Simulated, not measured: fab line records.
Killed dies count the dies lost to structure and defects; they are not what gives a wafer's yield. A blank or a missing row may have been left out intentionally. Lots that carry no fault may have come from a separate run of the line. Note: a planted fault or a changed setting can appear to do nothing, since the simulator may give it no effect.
fab line records	flow berkeleyCmos170
[record] lots = 7	wafers = 21	lastDay = 12
route steps=331 shown FIELD@93 SACOX@97 SCREENOX@100 NVT@104 PVT@115
lots that met no fault: taken from a fault-free run of the same line
startH: hours from the record's first day to the start of the lot's first wafer shown	waitH: time in hours since the lot's previous step	" repeats the value in the row above	L1.1+2: a single row standing in for several wafers	- value missing, or start not given	* or withheld: withheld	< > ~ a bound
route shown NAME@n: NAME is a module with steps in the file, n the number in the route of the first one	usual: average and standard deviation across the fault-free wafers	same: alike in all rows	chamber/n: place in a boat	sites: readings site by site	_std_site: the standard deviation of these	_edge_site: mean of outer sites minus mean of inner sites	radiusMm: how far each site lies from the wafer's centre	mask NAME#n: copy n	behind: the most recent tool/chamber to have shaped the wafer	hold: why the lot went on hold/how many hours it stayed there/how the hold came to an end	device: transistor that didn't switch, given as n, p or np	end of line: at the end of the route, the tests of the same wafers	step lacking rows: just its recipe	killed: dies lost to structure and defects at the first sort, not the wafer's yield	map: a wafer's dies, x killed, . not, _ none there
set.NAME: the setting the step ran with; set.NAME@STEP: the setting that earlier step ran with	model.NAME: the simulator's own value behind a step, which no gauge read
a table for each step, a row for each wafer; lots at some steps of the route
services: the hour from which a tool's chamber was out of use, counted from the record's first day as startH (under 0 if before that day), plus the number of hours and why
[[steps]]
[step UCB170_FIELD_WET_ETCH_04]
[recipe] chemistry = dHF	dilution = 10:1	target = SiO2	tempC = 25	timeS = 60
[step UCB170_FIELD_WET_ETCH_05]
[recipe] chemistry = H3PO4	target = Si3N4	tempC = 160	timeS = 12600
[step UCB170_FIELD_WET_ETCH_06]
[recipe] chemistry = BOE	dilution = 5:1	target = SiO2	tempC = 25	timeS = 21.14
[step UCB170_FIELD_THK_MEAS_90]
[recipe] reads = SiO2_of_FIELD_OXIDATION_01
[usual] FIELD_OXIDE_LEFT_1_THK = 447/11
lot.wafer	tool	chamber	startH	waitH	FIELD_OXIDE_LEFT_1_THK[nm]
L932.3	filmMetro-04	-	97.51	0.0	447
L932.4	"	-	"	"	450
L932.5	"	-	"	"	459
L935.2	filmMetro-02	-	111.68	0.0	456
L935.3	"	-	"	"	463
L935.4	"	-	"	"	455
L944.1	filmMetro-04	-	160.17	0.0	436
L944.5	"	-	"	"	434
L944.6	"	-	"	"	434
L945.1	filmMetro-02	-	167.48	0.0	469
L945.2	"	-	"	"	471
L945.3	"	-	"	"	465
L947.4	filmMetro-04	-	167.51	0.0	451
L947.5	"	-	"	"	461
L947.6	"	-	"	"	454
L949.1	filmMetro-02	-	193.26	0.0	456
L949.5	"	-	"	"	451
L949.6	"	-	"	"	450
L954.3	filmMetro-03	-	221.91	0.1	453
L954.4	"	-	"	"	453
L954.5	"	-	"	"	451
[step UCB170_SACOX_CLEAN_00]
[recipe] chemistry = dHF	dilution = 25:1	timeS = 7.5
[step UCB170_SACOX_OXIDATION_01]
[recipe] tempC = 900	ambient = O2	targetThkA = 144	oxTimeS = 2400
[step UCB170_SACOX_THK_MEAS_02]
[recipe] reads = SiO2_of_SACOX_OXIDATION_01
[usual] SACOX_OXIDE_THK = 14.40/0.25
lot.wafer	tool	chamber	startH	waitH	SACOX_OXIDE_THK[nm]
L932.3	filmMetro-04	-	101.31	0.0	14.87
L932.4	"	-	"	"	14.71
L932.5	"	-	"	"	14.70
L935.2	filmMetro-04	-	114.73	0.0	14.65
L935.3	"	-	"	"	14.58
L935.4	"	-	"	"	14.70
L944.1	filmMetro-04	-	169.99	0.0	14.18
L944.5	"	-	"	"	14.32
L944.6	"	-	"	"	14.60
L945.1	filmMetro-02	-	169.99	0.0	14.41
L945.2	"	-	"	"	14.25
L945.3	"	-	"	"	14.27
L947.4	filmMetro-04	-	170.08	0.1	14.37
L947.5	"	-	"	"	14.23
L947.6	"	-	"	"	14.23
L949.1	filmMetro-01	-	196.66	0.0	14.26
L949.5	"	-	"	"	14.37
L949.6	"	-	"	"	14.29
L954.3	filmMetro-02	-	224.80	0.1	14.28
L954.4	"	-	"	"	14.28
L954.5	"	-	"	"	14.36
[step UCB170_SCREENOX_WET_ETCH_00]
[recipe] chemistry = dHF	dilution = 25:1	target = SiO2	tempC = 25	timeS = 200
[step UCB170_SCREENOX_OXIDATION_01]
[recipe] tempC = 900	ambient = O2	targetThkA = 144	oxTimeS = 2400
[step UCB170_SCREENOX_THK_MEAS_02]
[recipe] reads = SiO2_of_SCREENOX_OXIDATION_01
[usual] SCREENOX_OXIDE_THK = 14.48/0.26
lot.wafer	tool	chamber	startH	waitH	SCREENOX_OXIDE_THK[nm]
L932.3	filmMetro-04	-	106.04	0.1	14.59
L932.4	"	-	"	"	14.41
L932.5	"	-	"	"	14.42
L935.2	filmMetro-01	-	118.89	0.0	14.79
L935.3	"	-	"	"	14.71
L935.4	"	-	"	"	14.90
L947.4	filmMetro-04	-	173.93	0.0	14.65
L947.5	"	-	"	"	14.92
L947.6	"	-	"	"	14.68
L944.1	filmMetro-03	-	173.96	0.1	14.48
L944.5	"	-	"	"	14.15
L944.6	"	-	"	"	14.49
L945.1	filmMetro-04	-	173.96	0.1	14.94
L945.2	"	-	"	"	14.88
L945.3	"	-	"	"	14.66
L949.1	filmMetro-04	-	200.30	0.0	14.28
L949.5	"	-	"	"	14.45
L949.6	"	-	"	"	14.57
L954.3	filmMetro-03	-	227.25	0.0	14.50
L954.4	"	-	"	"	14.56
L954.5	"	-	"	"	14.56
[step UCB170_SCREENOX_ANNEAL_03]
[recipe] tempC = 900	timeS = 900	ambient = N2
[step UCB170_NVT_HMDS_00]
[recipe] primeTimeS = 60	primeTempC = 100
[step UCB170_NVT_COAT_01]
[recipe] resist = KrF	spinRpm = 1500	resistThkNm = 900
[usual] chillPlateTempC = 22.98/0.1	dispensePressureKPa = 51/3.2
lot.wafer	tool	chamber	startH	waitH	chillPlateTempC	dispensePressureKPa
L932.3	lithoTrack-03	0	110.40	0.1	23.03	49
L932.4	"	0	"	"	22.88	49
L932.5	"	0	"	"	22.80	49
L935.2	lithoTrack-03	0	127.74	0.1	23.09	49
L935.3	"	0	"	"	22.98	49
L935.4	"	0	"	"	23.06	49
L947.4	lithoTrack-02	-	179.37	0.1	-	-
L947.5	"	-	"	"	-	-
L947.6	"	-	"	"	-	-
L945.1	lithoTrack-01	-	179.41	0.1	-	-
L945.2	"	-	"	"	-	-
L945.3	"	-	"	"	-	-
L944.1	lithoTrack-03	-	179.58	0.1	-	-
L944.5	"	-	"	"	-	-
L944.6	"	-	"	"	-	-
L949.1	lithoTrack-03	0	202.95	0.1	22.88	49
L949.5	"	0	"	"	22.93	49
L949.6	"	0	"	"	22.87	49
L954.3	lithoTrack-03	0	228.91	0.1	23.11	49
L954.4	"	0	"	"	23.21	49
L954.5	"	0	"	"	23.06	49
[step UCB170_NVT_SOFTBAKE_02]
[recipe] resist = KrF	tempC = 130	timeS = 60
[step UCB170_NVT_EXPOSE_03]
[recipe] maskId = PWELL	targetCdNm = 3000	na = 0.5	sigmaOuter = 0.6	sourceShape = conventional	doseMj = 30
[step UCB170_NVT_PEB_04]
[recipe] pebTempC = 130	pebTimeS = withheld	resist = KrF
[step UCB170_NVT_DEVELOP_05]
[recipe] developer = TMAH	developTimeS = 43.35	resist = KrF	devTempC = 21
[step UCB170_NVT_OVL_MEAS_06]
[usual] NVT_OVL = -1/6.7
lot.wafer	tool	chamber	startH	waitH	NVT_OVL[nm]
L932.3	overlay-02	-	111.59	-	-14
L932.4	"	-	"	"	-5
L932.5	"	-	"	"	-13
L935.2	overlay-02	-	128.41	-	-11
L935.3	"	-	"	"	-5
L935.4	"	-	"	"	-3
L947.4	overlay-01	-	180.33	-	-
L947.5	"	-	"	"	-
L947.6	"	-	"	"	-
L945.1	overlay-01	-	180.53	-	-
L945.2	"	-	"	"	-
L945.3	"	-	"	"	-
L944.1	overlay-02	-	180.59	-	-
L944.5	"	-	"	"	-
L944.6	"	-	"	"	-
L949.1	overlay-01	-	203.64	-	0
L949.5	"	-	"	"	-8
L949.6	"	-	"	"	4
L954.3	overlay-02	-	230.10	-	-5
L954.4	"	-	"	"	-12
L954.5	"	-	"	"	-7
[step UCB170_NVT_IMPLANT_07]
[recipe] species = BF2	doseCm2 = 3e+12	energyKev = 50	tiltDeg = 7
[step UCB170_NVT_STRIP_08]
[recipe] chemistry = O2	powerW = 400	pressureMtorr = 3500	platenTempC = withheld	o2FlowSccm = 400	overashFraction = 0.5
[usual] drypumpMotorCurrentA = 5.9/0.39	oesProductAu = 0.735/0.0047	stripTimeToEndpointS = 21.63/0.073
lot.wafer	tool	chamber	startH	waitH	drypumpMotorCurrentA	oesProductAu	rfHoursCounterH	stripTimeToEndpointS
L932.3	plasmaAsher-03	1	111.79	0.1	6.1	0.734	-	21.45
L932.4	"	0	"	"	6.1	0.731	-	21.52
L932.5	"	1	"	"	6.1	0.728	-	21.53
L935.2	plasmaAsher-04	0	128.59	0.1	6.6	0.737	43	21.62
L935.3	"	0	"	"	6.6	0.739	-	21.55
L935.4	"	1	"	"	5.6	0.735	-	21.56
L947.4	plasmaAsher-03	0	180.54	0.1	6.1	-	-	-
L947.5	"	1	"	"	6.1	-	-	-
L947.6	"	0	"	"	6.1	-	-	-
L945.1	plasmaAsher-03	0	180.72	0.1	6.1	-	39	-
L945.2	"	1	"	"	6.1	-	39	-
L945.3	"	1	"	"	6.0	-	-	-
L944.1	plasmaAsher-04	0	180.78	0.1	6.6	-	48	-
L944.5	"	0	"	"	6.6	-	-	-
L944.6	"	1	"	"	5.6	-	-	-
L949.1	plasmaAsher-03	0	203.83	0.1	6.1	0.728	41	21.61
L949.5	"	0	"	"	6.1	0.734	-	21.64
L949.6	"	1	"	"	6.0	0.739	-	21.68
L954.3	plasmaAsher-04	1	230.31	0.1	5.6	0.739	-	21.76
L954.4	"	0	"	"	6.6	0.735	-	21.69
L954.5	"	1	"	"	5.5	0.733	-	21.71
[step UCB170_NVT_TW_MEAS_09]
[usual] NVT_TW = 526.8/2
lot.wafer	tool	chamber	startH	waitH	NVT_TW
L932.3	filmMetro-02	-	111.88	0.1	528.0
L932.4	"	-	"	"	528.3
L932.5	"	-	"	"	530.1
L935.2	filmMetro-02	-	128.70	0.1	528.0
L935.3	"	-	"	"	528.8
L935.4	"	-	"	"	525.7
L947.4	filmMetro-01	-	180.63	0.1	525.9
L947.5	"	-	"	"	525.0
L947.6	"	-	"	"	525.3
L945.1	filmMetro-02	-	180.82	0.1	529.0
L945.2	"	-	"	"	529.6
L945.3	"	-	"	"	528.3
L944.1	filmMetro-01	-	180.88	0.1	523.9
L944.5	"	-	"	"	524.6
L944.6	"	-	"	"	522.8
L949.1	filmMetro-02	-	203.93	0.1	529.8
L949.5	"	-	"	"	529.1
L949.6	"	-	"	"	527.0
L954.3	filmMetro-02	-	230.39	0.1	525.5
L954.4	"	-	"	"	526.8
L954.5	"	-	"	"	528.2
[step UCB170_NVT_CLEAN_10]
[recipe] chemistry = SPM	tempC = 120	timeS = 600
[step UCB170_PVT_HMDS_00]
[recipe] primeTimeS = 60	primeTempC = 100
[step UCB170_PVT_COAT_01]
[recipe] resist = KrF	spinRpm = 1500	resistThkNm = 900
[step UCB170_PVT_SOFTBAKE_02]
[recipe] resist = KrF	tempC = 130	timeS = 60
[step UCB170_PVT_EXPOSE_03]
[recipe] maskId = NWELL	targetCdNm = 3000	na = 0.5	sigmaOuter = 0.6	sourceShape = conventional	doseMj = 30
[step UCB170_PVT_PEB_04]
[recipe] pebTempC = 130	pebTimeS = withheld	resist = KrF
[step UCB170_PVT_DEVELOP_05]
[recipe] developer = TMAH	developTimeS = 45	resist = KrF	devTempC = 21
[step UCB170_PVT_OVL_MEAS_06]
[usual] PVT_OVL = -3/5.6
lot.wafer	tool	chamber	startH	waitH	PVT_OVL[nm]
L932.3	overlay-02	-	114.00	-	-14
L932.4	"	-	"	"	0
L932.5	"	-	"	"	-11
L935.2	overlay-01	-	130.11	-	-6
L935.3	"	-	"	"	-10
L935.4	"	-	"	"	-7
L947.4	overlay-02	-	182.19	-	7
L947.5	"	-	"	"	8
L947.6	"	-	"	"	2
L945.1	overlay-01	-	182.32	-	-11
L945.2	"	-	"	"	-13
L945.3	"	-	"	"	-6
L944.1	overlay-02	-	182.56	-	1
L944.5	"	-	"	"	1
L944.6	"	-	"	"	3
L949.1	overlay-01	-	207.91	-	-3
L949.5	"	-	"	"	1
L949.6	"	-	"	"	2
L954.3	overlay-02	-	232.15	-	3
L954.4	"	-	"	"	5
L954.5	"	-	"	"	4
[step UCB170_PVT_IMPLANT_07]
[recipe] species = P	doseCm2 = 2e+12	energyKev = 30	tiltDeg = 7
[step UCB170_PVT_STRIP_08]
[recipe] chemistry = O2	powerW = 400	pressureMtorr = 3500	platenTempC = withheld	o2FlowSccm = 400	overashFraction = 0.5
[usual] drypumpMotorCurrentA = 6.0/0.38	oesProductAu = 0.735/0.0044	stripTimeToEndpointS = 21.62/0.065
lot.wafer	tool	chamber	startH	waitH	drypumpMotorCurrentA	oesProductAu	rfHoursCounterH	stripTimeToEndpointS
L932.3	plasmaAsher-03	0	114.21	0.1	6.1	0.731	-	21.61
L932.4	"	1	"	"	6.1	0.737	-	21.66
L932.5	"	0	"	"	6.1	0.727	-	21.69
L935.2	plasmaAsher-04	1	130.29	0.1	5.6	0.735	43	21.59
L935.3	"	1	"	"	5.6	0.737	-	21.61
L935.4	"	0	"	"	6.6	0.737	-	21.59
L947.4	plasmaAsher-03	0	182.39	0.1	6.1	0.730	-	21.56
L947.5	"	0	"	"	6.1	0.737	-	21.54
L947.6	"	1	"	"	6.1	0.739	-	21.56
L945.1	plasmaAsher-04	1	182.50	0.1	5.6	0.731	48	21.64
L945.2	"	0	"	"	6.6	0.734	48	21.62
L945.3	"	1	"	"	5.5	0.729	-	21.65
L944.1	plasmaAsher-02	0	182.74	0.1	5.9	0.732	7	21.54
L944.5	"	0	"	"	5.9	0.732	-	21.58
L944.6	"	1	"	"	5.6	0.736	-	21.50
L949.1	plasmaAsher-02	0	208.09	0.1	5.9	0.736	10	21.63
L949.5	"	0	"	"	5.9	0.741	-	21.66
L949.6	"	1	"	"	5.5	0.735	-	21.61
L954.3	plasmaAsher-04	0	232.36	0.1	6.6	0.734	-	21.62
L954.4	"	1	"	"	5.5	0.737	-	21.65
L954.5	"	0	"	"	6.6	0.736	-	21.63
[step UCB170_PVT_TW_MEAS_09]
[usual] PVT_TW = 509/3.2
lot.wafer	tool	chamber	startH	waitH	hold	PVT_TW
L932.3	filmMetro-04	-	114.30	0.1	-	509
L932.4	"	-	"	"	-	508
L932.5	"	-	"	"	-	508
L935.2	filmMetro-04	-	130.40	0.1	-	506
L935.3	"	-	"	"	-	507
L935.4	"	-	"	"	-	507
L947.4	filmMetro-04	-	182.49	0.1	awaitDispo/0.2h/release	638
L947.5	"	-	"	"	awaitDispo/0.2h/release	634
L947.6	"	-	"	"	awaitDispo/0.2h/release	638
L947.4	filmMetro-04	-	182.72	0.2	-	639
L947.5	"	-	"	"	-	634
L947.6	"	-	"	"	-	638
L945.1	filmMetro-04	-	182.60	0.1	awaitDispo/0.2h/release	638
L945.2	"	-	"	"	awaitDispo/0.2h/release	638
L945.3	"	-	"	"	awaitDispo/0.2h/release	637
L945.1	filmMetro-04	-	182.90	0.3	-	638
L945.2	"	-	"	"	-	639
L945.3	"	-	"	"	-	638
L944.1	filmMetro-04	-	182.84	0.1	awaitDispo/0.2h/release	639
L944.5	"	-	"	"	awaitDispo/0.2h/release	643
L944.6	"	-	"	"	awaitDispo/0.2h/release	639
L944.1	filmMetro-04	-	183.07	0.2	-	638
L944.5	"	-	"	"	-	638
L944.6	"	-	"	"	-	637
L949.1	filmMetro-02	-	208.19	0.1	-	512
L949.5	"	-	"	"	-	512
L949.6	"	-	"	"	-	514
L954.3	filmMetro-04	-	232.44	0.1	-	504
L954.4	"	-	"	"	-	505
L954.5	"	-	"	"	-	504
[[services]]
tool	chamber	startH	hours	kind
plasmaAsher-03	-	100.41	2.8	pm
plasmaAsher-02	-	108.75	9.0	pm
plasmaAsher-02	0	108.75	9.0	ventCycle
plasmaAsher-02	1	108.75	9.0	ventCycle
plasmaAsher-02	0	117.75	-	clean
plasmaAsher-02	1	117.75	-	clean
[[key]]
[firstSign] step = UCB170_NVT_COAT_01	reading = toolRecord	direction = missing
[effect] step = UCB170_NVT_OVL_MEAS_06	reading = NVT_OVL	direction = missing
[effect] step = UCB170_PVT_TW_MEAS_09	reading = visit	direction = added
[effect] step = UCB170_PVT_TW_MEAS_09	reading = PVT_TW	direction = up	sigmas = 40	usual = 509	struck = 638
metAt UCB170_NVT_COAT_01
struckWafers L944.1,L944.5,L944.6,L945.1,L945.2,L945.3,L947.4,L947.5,L947.6
sortLeftOut L944.1,L944.5,L944.6,L945.1,L945.2,L945.3,L947.4,L947.5,L947.6
testerLeftOut L944,L945,L947
onsetBetween 127.74 179.37
[fault] kind = skippedStepWhole	tool = lithoTrack-01,lithoTrack-02,lithoTrack-03	chamber = -	onsetH = 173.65	steps = UCB170_NVT_COAT_01	scope = struckLotsOnly
// testerLeftOut: of these lots the tester's yield and bins aren't shown, on N5 and GAA mostly nor the transistor test; their killed dies are dies lost to structure and defects alone, not to doping, threshold or leakage, so they don't give the yield
// sortLeftOut: the simulated sort isn't trusted on such a fault, so these wafers' sort isn't shown, and their yield isn't known
